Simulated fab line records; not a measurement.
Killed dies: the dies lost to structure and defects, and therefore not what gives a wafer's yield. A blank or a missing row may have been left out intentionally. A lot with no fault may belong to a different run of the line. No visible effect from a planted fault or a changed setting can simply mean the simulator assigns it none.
A sampling plan put to the test + flow rit cmos + each of the 13 faults these records tell of, on one fab line, judged from the records of the lots it struck
Plan = the line's own looks (route steps where a gauge or an inspection reads the wafer without altering it). A look can be judged if struck wafers have a number there and the file gives its usual mean and standard deviation on fault-free wafers. Caught: 4 or more of those standard deviations (sigma) separate the usual mean from the mean of the struck wafers at a look after the fault's first step. On the tool: the fault's steps, tested the same way using the tool's own readings. If the struck wafers alone have a blank record, or they carry another recipe, that too counts as caught.

== THE FAULTS, as the simulator had put them in ==
1. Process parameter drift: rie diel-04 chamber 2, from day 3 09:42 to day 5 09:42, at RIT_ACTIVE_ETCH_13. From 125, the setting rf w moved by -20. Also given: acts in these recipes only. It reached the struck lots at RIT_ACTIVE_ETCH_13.
2. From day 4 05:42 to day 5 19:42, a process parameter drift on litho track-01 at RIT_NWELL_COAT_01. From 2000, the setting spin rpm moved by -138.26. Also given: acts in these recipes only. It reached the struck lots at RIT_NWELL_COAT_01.
3. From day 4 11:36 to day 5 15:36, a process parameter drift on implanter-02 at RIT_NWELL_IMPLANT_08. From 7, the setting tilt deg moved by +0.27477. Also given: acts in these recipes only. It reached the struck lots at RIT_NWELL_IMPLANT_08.
4. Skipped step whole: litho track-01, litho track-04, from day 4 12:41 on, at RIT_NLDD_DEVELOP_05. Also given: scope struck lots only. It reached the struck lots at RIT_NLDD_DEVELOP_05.
5. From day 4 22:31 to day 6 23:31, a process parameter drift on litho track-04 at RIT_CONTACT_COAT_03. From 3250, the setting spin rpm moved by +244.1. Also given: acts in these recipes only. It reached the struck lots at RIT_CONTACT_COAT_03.
6. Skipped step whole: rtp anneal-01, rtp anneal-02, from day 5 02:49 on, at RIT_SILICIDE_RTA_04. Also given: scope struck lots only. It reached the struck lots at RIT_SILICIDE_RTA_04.
7. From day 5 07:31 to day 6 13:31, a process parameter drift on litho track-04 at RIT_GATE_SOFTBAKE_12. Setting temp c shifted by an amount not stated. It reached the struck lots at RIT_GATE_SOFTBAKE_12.
8. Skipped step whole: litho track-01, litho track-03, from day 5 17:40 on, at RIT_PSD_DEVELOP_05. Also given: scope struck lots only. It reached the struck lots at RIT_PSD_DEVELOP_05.
9. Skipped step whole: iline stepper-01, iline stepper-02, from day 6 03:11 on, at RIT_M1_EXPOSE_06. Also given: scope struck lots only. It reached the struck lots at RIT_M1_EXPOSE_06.
10. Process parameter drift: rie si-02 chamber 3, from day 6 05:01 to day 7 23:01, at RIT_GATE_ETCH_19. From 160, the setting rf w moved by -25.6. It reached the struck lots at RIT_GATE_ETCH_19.
11. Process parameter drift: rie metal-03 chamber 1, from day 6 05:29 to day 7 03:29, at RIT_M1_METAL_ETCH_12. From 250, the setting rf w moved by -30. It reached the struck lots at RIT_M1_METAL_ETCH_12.
12. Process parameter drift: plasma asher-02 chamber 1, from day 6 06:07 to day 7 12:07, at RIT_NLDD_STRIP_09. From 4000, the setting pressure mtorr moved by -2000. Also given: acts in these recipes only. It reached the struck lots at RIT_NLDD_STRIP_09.
13. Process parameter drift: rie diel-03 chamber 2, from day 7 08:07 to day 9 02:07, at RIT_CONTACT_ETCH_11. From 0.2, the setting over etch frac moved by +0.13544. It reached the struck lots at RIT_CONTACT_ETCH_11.

== WHAT THE PLAN SAW ==
| fault | on the tool itself                               | first look that catches it                   | reading, sigma | median hours from its first step to that look | hours from the fault's start to the first struck lot there | judged looks passed uncaught |
|-------|--------------------------------------------------|----------------------------------------------|----------------|-----------------------------------------------|------------------------------------------------------------|------------------------------|
| 1     | rf fwd power W -50 sigma                         | no look after it can be judged               | -              | -                                             | -                                                          | 0                            |
| 2     | spin speed rpm -99 or beyond sigma               | no look after it can be judged               | -              | -                                             | -                                                          | 0                            |
| 3     | tilt deg +12 sigma                               | no look after it can be judged               | -              | -                                             | -                                                          | 0                            |
| 4     | the tool's record is blank for the struck wafers | no look after it can be judged               | -              | -                                             | -                                                          | 0                            |
| 5     | spin speed rpm +99 or beyond sigma               | no look after it can be judged               | -              | -                                             | -                                                          | 0                            |
| 6     | the tool's record is blank for the struck wafers | no look after it can be judged               | -              | -                                             | -                                                          | 0                            |
| 7     | heater power total W +22 sigma                   | no look after it can be judged               | -              | -                                             | -                                                          | 0                            |
| 8     | the tool's record is blank for the struck wafers | no look after it can be judged               | -              | -                                             | -                                                          | 0                            |
| 9     | no reading that can be judged                    | not the one look that can be judged after it | -              | -                                             | -                                                          | 1                            |
| 10    | rf fwd power W -53 sigma                         | no look after it can be judged               | -              | -                                             | -                                                          | 0                            |
| 11    | rf fwd power W -40 sigma                         | no look after it can be judged               | -              | -                                             | -                                                          | 0                            |
| 12    | chamber pressure mTorr -99 or beyond sigma       | no look after it can be judged               | -              | -                                             | -                                                          | 0                            |
| 13    | under 2 sigma                                    | no look after it can be judged               | -              | -                                             | -                                                          | 0                            |
Dash: fault not caught, or number not given in these records.

Caught at a look: 0 of 13. Caught on the tool: 11 of 13. By one or the other: 11 of 13.
On the tool alone, faults 1, 2, 3, 4, 5, 6, 7, 8, 10, 11, 12 were caught.
Caught by neither: faults 9, 13.
